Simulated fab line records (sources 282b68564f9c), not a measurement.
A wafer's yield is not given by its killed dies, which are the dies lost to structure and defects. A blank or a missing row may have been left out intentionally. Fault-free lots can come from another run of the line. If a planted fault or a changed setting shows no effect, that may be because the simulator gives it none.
fab line records | flow ritCmos
record: lots: 14 | wafers: 42 | lastDay: 7
route steps=202 shown GATE@84 M1@202
lots with no fault: from the same line, run without faults
startH: the number of hours between the record's first day and the start of the first shown wafer of the lot | waitH: time in hours since the lot's previous step | " the same as in the row above | L1.1+2: one row covering several wafers at once | - no value, or no start was given | * or withheld: withheld | < > ~ a bound
route shown NAME@n: names a module that has steps shown in the file, with the first one's number in the route | usual: mean and standard deviation over wafers with no fault | same: alike in all rows | chamber/n: place in a boat | sites: readings site by site | _std_site: the values' standard deviation | _edge_site: mean of outer sites minus mean of inner sites | radiusMm: how far each site lies from the wafer's centre | mask NAME#n: copy n | behind: tool/chamber where the wafer was last shaped | hold: why the lot was held/for how many hours/how that ended | device: which transistor (n, p or np) failed to switch | end of line: the same wafers' tests at the end of the route | a step with no rows: only its recipe | killed: not the wafer's yield, but the dies lost to structure and defects at the first sort | map: a wafer's dies, marking killed ones x, the rest . and places with no die _
set.NAME: setting as actually run; set.NAME@STEP: the setting as run at that earlier step | model.NAME: the simulator's own value behind a step, which no gauge read
steps of the route over a sample of lots; a table a step, a row a wafer
services: the hour from which a tool's chamber was out of use, counted from the record's first day as startH (under 0 if before that day), plus the number of hours and why
== steps ==
step: RIT_GATE_CVD_08
recipe: material: poly-Si | targetThkNm: 250 | tempC: 610 | precursor: SiH4 | timeS: 2220 | pressureMtorr: 300 | sih4FlowSccm: 100
lot.wafer  | tool     | chamber | startH | waitH
L901.1+2+4 | lpcvd-01 | 0       | 50.01  | 0.1
L902.3+4+6 | lpcvd-02 | 0       | 50.14  | 0.0
L903.1+4+5 | lpcvd-02 | 1       | 62.59  | 0.9
L904.2+3+4 | lpcvd-02 | 0       | 64.20  | 0.4
L905.2+3+5 | lpcvd-02 | 1       | 69.75  | 0.0
L906.1+2+5 | lpcvd-02 | 1       | 74.41  | 1.2
L907.1+3+6 | lpcvd-01 | 1       | 77.36  | 0.1
L908.2+5+6 | lpcvd-01 | 1       | 85.19  | 0.0
L910.2+4+6 | lpcvd-02 | 0       | 93.81  | 0.0
L912.1+4+5 | lpcvd-01 | 1       | 101.76 | 0.1
L913.3+4+5 | lpcvd-01 | 0       | 107.70 | 0.0
L914.2+3+4 | lpcvd-01 | 0       | 114.56 | 0.0
L915.1+2+6 | lpcvd-02 | 0       | 118.53 | 0.1
L921.1+4+5 | lpcvd-02 | 1       | 148.05 | 0.1
step: RIT_GATE_THK_MEAS_09
recipe: reads: poly-Si_of_GATE_CVD_08
usual: GATE_POLY_THK: 250.9/2.2
lot.wafer | tool         | chamber | startH | waitH | GATE_POLY_THK[nm]
L901.1    | filmMetro-04 | -       | 51.63  | 0.0   | 247.7
L901.2    | "            | -       | "      | "     | 246.3
L901.4    | "            | -       | "      | "     | 246.2
L902.3    | filmMetro-01 | -       | 51.77  | 0.0   | 251.6
L902.4    | "            | -       | "      | "     | 248.3
L902.6    | "            | -       | "      | "     | 250.4
L903.1    | filmMetro-03 | -       | 64.20  | 0.0   | 248.3
L903.4    | "            | -       | "      | "     | 251.3
L903.5    | "            | -       | "      | "     | 250.7
L904.2    | filmMetro-01 | -       | 65.83  | 0.0   | 249.0
L904.3    | "            | -       | "      | "     | 249.6
L904.4    | "            | -       | "      | "     | 250.0
L905.2    | filmMetro-04 | -       | 71.38  | 0.0   | 250.0
L905.3    | "            | -       | "      | "     | 251.8
L905.5    | "            | -       | "      | "     | 249.5
L906.1    | filmMetro-03 | -       | 76.03  | 0.0   | 251.7
L906.2    | "            | -       | "      | "     | 251.1
L906.5    | "            | -       | "      | "     | 251.7
L907.1    | filmMetro-03 | -       | 78.98  | 0.0   | 253.5
L907.3    | "            | -       | "      | "     | 254.5
L907.6    | "            | -       | "      | "     | 253.3
L908.2    | filmMetro-01 | -       | 86.82  | 0.0   | 249.6
L908.5    | "            | -       | "      | "     | 250.0
L908.6    | "            | -       | "      | "     | 248.1
L910.2    | filmMetro-04 | -       | 95.44  | 0.0   | 252.2
L910.4    | "            | -       | "      | "     | 252.5
L910.6    | "            | -       | "      | "     | 254.2
L912.1    | filmMetro-03 | -       | 103.38 | 0.0   | 252.8
L912.4    | "            | -       | "      | "     | 251.4
L912.5    | "            | -       | "      | "     | 252.1
L913.3    | filmMetro-03 | -       | 109.34 | 0.0   | 337.6
L913.4    | "            | -       | "      | "     | 339.5
L913.5    | "            | -       | "      | "     | 336.5
L914.2    | filmMetro-04 | -       | 116.19 | 0.0   | 334.5
L914.3    | "            | -       | "      | "     | 332.3
L914.4    | "            | -       | "      | "     | 337.3
L915.1    | filmMetro-01 | -       | 120.15 | 0.0   | 251.2
L915.2    | "            | -       | "      | "     | 254.8
L915.6    | "            | -       | "      | "     | 254.2
L921.1    | filmMetro-03 | -       | 149.66 | 0.0   | 249.8
L921.4    | "            | -       | "      | "     | 249.9
L921.5    | "            | -       | "      | "     | 249.3
step: RIT_GATE_ETCH_19
recipe: chemistry: SF6/CHF3/O2 | timeS: 165 | SF6_flow_sccm: 30 | CHF3_flow_sccm: 30 | O2_flow_sccm: 5 | target: poly-Si | pressureMtorr: 40 | rfW: 160 | targetDepthA: 3125 | overEtchFrac: 0.25 | stopOn: SiO2
usual: drypumpMotorCurrentA: 5.6/0.49 | heBacksideLeakSccm: 2.8/0.37 | oesProductAu: 0.848/0.01 | throttleValvePct: 10.25/0.16
same: timeS: 165
lot.wafer | tool     | chamber | startH | waitH | drypumpMotorCurrentA | heBacksideLeakSccm | oesProductAu | rfHoursCounterH | throttleValvePct
L901.1    | rieSi-01 | 3       | 52.97  | 0.1   | 6.0                  | 3.0                | 0.831        | 20              | 10.38
L901.2    | "        | 2       | "      | "     | 5.3                  | 2.7                | 0.852        | 1               | 10.06
L901.4    | "        | 1       | "      | "     | 6.2                  | 2.5                | 0.833        | 3               | 10.39
L902.3    | rieSi-02 | 0       | 53.21  | 0.1   | 6.3                  | 2.5                | 0.834        | 149             | 10.55
L902.4    | "        | 3       | "      | "     | 6.0                  | 2.8                | 0.848        | 1               | 10.15
L902.6    | "        | 0       | "      | "     | 6.4                  | 2.7                | 0.824        | -               | 10.54
L903.1    | rieSi-01 | 3       | 65.83  | 0.1   | 6.0                  | 2.9                | 0.846        | 20              | 10.34
L903.4    | "        | 2       | "      | "     | 5.4                  | 2.4                | 0.868        | 1               | 10.05
L903.5    | "        | 3       | "      | "     | 5.9                  | 2.9                | 0.845        | -               | 10.36
L904.2    | rieSi-02 | 0       | 67.04  | 0.1   | 6.3                  | 2.6                | 0.828        | 149             | 10.55
L904.3    | "        | 3       | "      | "     | 6.0                  | 2.7                | 0.847        | 1               | 10.15
L904.4    | "        | 3       | "      | "     | 6.0                  | 2.6                | 0.843        | -               | 10.16
L905.2    | rieSi-01 | 3       | 72.58  | 0.1   | 5.9                  | 3.0                | 0.842        | 20              | 10.33
L905.3    | "        | 2       | "      | "     | 5.3                  | 2.5                | 0.866        | 1               | 10.06
L905.5    | "        | 2       | "      | "     | 5.3                  | 2.7                | 0.860        | -               | 10.03
L906.1    | rieSi-02 | 0       | 77.24  | 0.1   | 6.4                  | 2.8                | 0.830        | 149             | 10.54
L906.2    | "        | 3       | "      | "     | 6.0                  | 2.7                | 0.852        | 1               | 10.15
L906.5    | "        | 1       | "      | "     | 5.1                  | 2.5                | 0.845        | -               | 10.07
L907.1    | rieSi-01 | 2       | 80.32  | 0.1   | 5.3                  | 2.5                | 0.871        | 1               | 10.05
L907.3    | "        | 3       | "      | "     | 5.9                  | 2.8                | 0.855        | 20              | 10.34
L907.6    | "        | 0       | "      | "     | 5.1                  | 3.3                | 0.856        | -               | 10.16
L908.2    | rieSi-02 | 2       | 88.49  | 0.1   | 5.0                  | 3.0                | 0.837        | 70              | 10.40
L908.5    | "        | 1       | "      | "     | 5.1                  | 2.4                | 0.847        | -               | 10.08
L908.6    | "        | 2       | "      | "     | 5.0                  | 3.2                | 0.835        | -               | 10.40
L910.2    | rieSi-02 | 0       | 96.77  | 0.1   | 6.4                  | 2.7                | 0.846        | 149             | 10.54
L910.4    | "        | 2       | "      | "     | 5.0                  | 2.9                | 0.842        | 70              | 10.40
L910.6    | "        | 1       | "      | "     | 5.1                  | 2.4                | 0.857        | -               | 10.06
L912.1    | rieSi-02 | 3       | 104.59 | 0.1   | 6.0                  | 2.6                | 0.851        | 1               | 10.16
L912.4    | "        | 2       | "      | "     | 5.0                  | 3.1                | 0.852        | 70              | 10.39
L912.5    | "        | 3       | "      | "     | 6.0                  | 2.5                | 0.861        | -               | 10.16
L913.3    | rieSi-01 | 2       | 110.73 | 0.1   | 5.4                  | 2.6                | 1.003        | 1               | 10.05
L913.4    | "        | 3       | "      | "     | 5.9                  | 3.2                | 0.987        | 20              | 10.35
L913.5    | "        | 0       | "      | "     | 5.2                  | 3.5                | 0.975        | -               | 10.16
L914.2    | rieSi-02 | 3       | 117.62 | 0.1   | 6.0                  | 2.7                | 0.988        | 1               | 10.14
L914.3    | "        | 1       | "      | "     | 5.1                  | 2.4                | 0.992        | 4               | 10.08
L914.4    | "        | 3       | "      | "     | 6.0                  | 2.8                | 0.995        | -               | 10.15
L915.1    | rieSi-01 | 1       | 121.49 | 0.1   | 6.1                  | 2.6                | 0.844        | 3               | 10.38
L915.2    | "        | 0       | "      | "     | 5.1                  | 3.3                | 0.853        | 124             | 10.17
L915.6    | "        | 2       | "      | "     | 5.3                  | 2.5                | 0.866        | -               | 10.06
L921.1    | rieSi-01 | 0       | 150.88 | 0.1   | 5.1                  | 2.8                | 0.843        | 124             | 10.17
L921.4    | "        | 2       | "      | "     | 5.3                  | 2.6                | 0.864        | 1               | 10.05
L921.5    | "        | 0       | "      | "     | 5.1                  | 3.4                | 0.837        | -               | 10.16
step: RIT_M1_PROBE_99
usual: killed_at_M0_to_M3: 0.0/0.12 | killedAtContacts: 0.1/0.27 | killedAtFrontEnd: 7/3.1 | killedDies: 7/3.1 | killedOnRim: 1.8/1.5 | killedOpen: 3.3/2.1 | killedShort: 3.5/2
same: grossDies: 264 | killed_at_M4_up: 0 | killedAtBackSide: 0 | killedAtOther: 0
lot.wafer | tool      | chamber | startH | waitH | killed_at_M0_to_M3 | killedAtContacts | killedAtFrontEnd | killedDies | killedOnRim | killedOpen | killedShort
L913.3    | prober-02 | -       | 132.37 | 0.2   | 0                  | 0                | 264              | 264        | 70          | 3          | 3
L913.4    | prober-02 | -       | 132.42 | 0.2   | 0                  | 0                | 264              | 264        | 70          | 4          | 5
L913.5    | prober-02 | -       | 132.47 | 0.2   | 0                  | 1                | 263              | 264        | 70          | 5          | 6
L914.2    | prober-01 | -       | 137.34 | 0.1   | 0                  | 0                | 260              | 260        | 70          | 3          | 3
L914.3    | prober-01 | -       | 137.39 | 0.2   | 0                  | 0                | 264              | 264        | 70          | 4          | 4
L914.4    | prober-01 | -       | 137.44 | 0.2   | 0                  | 0                | 259              | 259        | 69          | 6          | 3
killed by level:class
L913.3 GATE:areaEtch=258 GATE:geometricParticle:open=2 FOX1:geometricParticle:short=1 FOX1:geometricParticle:open=1 GATE:geometricParticle:short=1 SPACER:geometricParticle:short=1
L913.4 GATE:areaEtch=255 FOX2:geometricParticle:short=2 GATE:geometricParticle:short=2 GATE:geometricParticle:open=2 SILICIDE:geometricParticle:open=2 FOX1:geometricParticle:short=1
L913.5 GATE:areaEtch=253 GATE:geometricParticle:open=2 GATE:geometricParticle:short=2 SILICIDE:geometricParticle:open=2 REOX:geometricParticle:short=1 REOX:geometricParticle:open=1 SPACER:geometricParticle:short=1 SILICIDE:geometricParticle:short=1
L914.2 GATE:areaEtch=254 FOX2:geometricParticle:short=2 FOX1:geometricParticle:open=1 GATE:geometricParticle:short=1 GATE:geometricParticle:open=1 REOX:geometricParticle:open=1
L914.3 GATE:areaEtch=256 GATE:geometricParticle:short=2 FOX1:geometricParticle:short=1 FOX2:geometricParticle:open=1 GATE:geometricParticle:open=1 REOX:geometricParticle:short=1 REOX:geometricParticle:open=1 SILICIDE:geometricParticle:open=1
L914.4 GATE:areaEtch=250 GATE:geometricParticle:open=3 GATE:geometricParticle:short=2 FOX2:geometricParticle:open=1 REOX:geometricParticle:open=1 SILICIDE:geometricParticle:open=1 SILICIDE:geometricParticle:short=1
== services ==
tool     | chamber | startH | hours | kind
rieSi-01 | 0       | 37.66  | 1.8   | repair
lpcvd-02 | -       | 53.83  | 6.0   | pm
rieSi-02 | 1       | 63.96  | 6.6   | repair
rieSi-02 | 0       | 115.82 | -     | clean
rieSi-02 | 0       | 115.82 | 33.0  | scheduledDown
rieSi-02 | 0       | 115.82 | 33.0  | ventCycle
== key ==
firstSign: step: RIT_GATE_THK_MEAS_09 | reading: GATE_POLY_THK | direction: up | sigmas: 40 | usual: 250.9 | struck: 336.3
effect: step: RIT_GATE_ETCH_19 | reading: oesProductAu | direction: up | sigmas: 14 | usual: 0.848 | struck: 0.990
effect: step: RIT_M1_PROBE_99 | reading: killedDies | direction: up | sigmas: 82 | usual: 7 | struck: 262
moreKillsBornAt: RIT_GATE_ETCH_19@rieSi-01: 766 | RIT_GATE_ETCH_19@rieSi-02: 760
metAt RIT_GATE_CVD_08
struckLots L913,L914
struckWafers L913.3,L913.4,L913.5,L914.2,L914.3,L914.4
laterRowsLeftOut L913.3,L913.4,L913.5,L914.2,L914.3,L914.4
testerLeftOut L913,L914
onsetBetween 50.01 107.70
fault: kind: processParameterDrift | tool: lpcvd-01 | chamber: 0 | onsetH: 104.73 | steps: RIT_GATE_CVD_08 | channel: targetThkNm | offset: 83.977 | shape: step | endH: 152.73 | actsIn: theseRecipesOnly | stated: 250
testerLeftOut: of these lots the tester's yield and bins aren't shown, on N5 and GAA mostly nor the transistor test; their killed dies are dies lost to structure and defects alone, not to doping, threshold or leakage, so they don't give the yield
laterRowsLeftOut: the simulator's readings of these wafers behind a module that went badly wrong aren't trusted and aren't shown, but for the sort
